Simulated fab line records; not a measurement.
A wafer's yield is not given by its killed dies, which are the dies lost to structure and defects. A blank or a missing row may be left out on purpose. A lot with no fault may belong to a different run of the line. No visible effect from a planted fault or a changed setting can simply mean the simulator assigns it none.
Code-filled problem report in 8D (eight disciplines) form ; flow berkeleyCmos170 ; the parts of the form that need people (team, actions taken, sign-off) are left out

== 1. THE ISSUE ==
Wafers without a fault read 700.2 nm, standard deviation 1.4; cdNm at UCB170_CONTACT_CD_MEAS_15 reads a mean of 713.2 nm on 9 wafers belonging to 3 lots. Measured from the usual mean, that is +9.3 standard deviations.
The step: target cd 700 nm.
Earliest sighting: wafer L332.2 on cdSem-02 at day 10 11:59. Wafers with a number at this step in the record: 45, from 15 lots. By rule, "out" or "out of limits" means more than 4 standard deviations away from the usual mean. The other wafers with a number count as sound.

== 2. WHAT IT IS AND WHAT IT IS NOT ==
question;is;is not
which readings at this step;cdNm;-
which lots;L332, L335, L336;L321, L322, L324, L325, L326, L329, L330, L334, L339, L340, L341, L344
which wafers of those lots;all that have a number;-
read on which gauges;cdSem-01, cdSem-02;-
when;from day 10 11:59;"up to then (21 sound wafers); but 15 sound wafers of L334, L339, L340, L341, L344 came after"

== 3. THE SUSPECTS, EACH WITH WHAT RULES IT OUT ==
Counting: a tool stays on the suspect list if, at a process step up to the reading, it processed all lots that are out and no sound lot following the first of them.
- the gauge at UCB170_CONTACT_CD_MEAS_15: ruled out. 2 gauges (cdSem-01, cdSem-02) read the wafers that are out.
- lithoTrack-04 at UCB170_CONTACT_PEB_13: kept. It ran every lot that is out, first L332 (day 10 11:00), and no sound lot after that; its last sound lot up to then is L326 (day 8 21:55).
Remaining after the count: lithoTrack-04 at UCB170_CONTACT_PEB_13.

== 4. THE CAUSE (what the simulator had put in) ==
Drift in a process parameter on lithoTrack-04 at UCB170_CONTACT_PEB_13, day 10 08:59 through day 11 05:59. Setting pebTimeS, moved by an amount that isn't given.
Only this tool survived the counting.

== 5. SEQUENCE OF EFFECTS, ordered by route ==
One row per reading whose mean, taken over the struck wafers that have a number, lies over 3 standard deviations from the usual. Scope: only readings with a usual standard deviation given in the record; hours: median across lots of the time from each lot's start at the first step in this table that gives one to its start at this step; sigmas: change in usual standard deviations.
hours;step;reading;usual;on struck wafers;change;sigmas
0;UCB170_CONTACT_CD_MEAS_15;cdNm;700.2 nm;713.2;+13.0;+9.3

== 6. WHAT WOULD HAVE CAUGHT IT SOONER ==
Counted from the fault's start at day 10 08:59, it took 3 hours until the first out-of-limits reading at a measuring or inspecting step in this record, taken at day 10 11:59.
Among the 3 lots that are out, L335, L336 began UCB170_CONTACT_PEB_13 on lithoTrack-04 after day 10 11:59. A hold on the tool at that time would have spared those 2.
